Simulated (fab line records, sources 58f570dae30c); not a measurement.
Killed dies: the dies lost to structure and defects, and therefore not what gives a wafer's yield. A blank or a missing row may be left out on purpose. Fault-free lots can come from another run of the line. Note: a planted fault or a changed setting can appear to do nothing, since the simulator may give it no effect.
Matching of chambers -- flow berkeley_cmos170 -- 4 sister chambers for UCB170_V2_ETCH_14 on rie_diel-03
The step etches SiO2 in CHF3/CF4/Ar, stops on Al, target depth 1250 nm, time 291 s. 14 wafers are shown with their chamber, then 7 later ones without.

## WAFERS WITH THEIR CHAMBER
wafer,chamber,drypump_motor_current_A (A),throttle_valve_pct (%),oes_product_au (a.u.)
L649.3,1,5.6,7.03,0.889
L649.5,2,5.7,7.05,0.870
L649.6,1,5.6,7.03,0.886
L648.1,0,6.5,6.93,0.880
L648.4,3,6.3,6.99,0.883
L648.5,3,6.3,6.98,0.878
L650.4,3,6.3,6.98,0.876
L650.5,3,6.3,6.99,0.870
L650.6,0,6.4,6.93,0.871
L652.1,3,6.3,6.99,0.877
L652.3,1,5.6,7.03,0.896
L652.6,3,6.3,6.96,0.883
L651.2,0,6.5,6.93,0.885
L651.3,1,5.6,7.03,0.894

SIGNATURES (means of the wafers above)
reading,chamber 0,chamber 1,chamber 2,chamber 3,scatter within a chamber
drypump_motor_current_A,6.467,5.600,5.700,6.300,0.0258
throttle_valve_pct,6.9300,7.0300,7.0500,6.9817,0.00827
oes_product_au,0.87867,0.89125,0.87000,0.87783,0.00531
Rule: a wafer lies at a distance from a chamber equal to the root of the sum of squares, over the readings, of (its reading less the chamber's mean, divided by the reading's scatter). The wafer belongs to the nearest chamber; if the next one is less than 2 further off, it can't be placed. The scatter: the root of (the sum of the squares of (reading less its chamber's mean) over the shown wafers, divided by (wafers less chambers)).

## WAFERS WITH NO CHAMBER GIVEN
wafer,drypump_motor_current_A (A),throttle_valve_pct (%),oes_product_au (a.u.)
L651.4,5.6,7.01,0.895
L654.1,6.3,6.96,0.879
L654.3,6.3,6.98,0.875
L654.6,5.6,7.04,0.895
L660.2,5.6,7.03,0.892
L660.4,6.3,6.96,0.880
L660.5,5.6,7.04,0.884

## CHAMBER TAKEN BY EACH
wafer,from the rows above,in truth
L651.4,1,1
L654.1,3,3
L654.3,3,3
L654.6,1,1
L660.2,1,1
L660.4,3,3
L660.5,1,1
Placed correctly: 7 of 7. Not placeable from these rows: 0. Placed wrongly: 0.
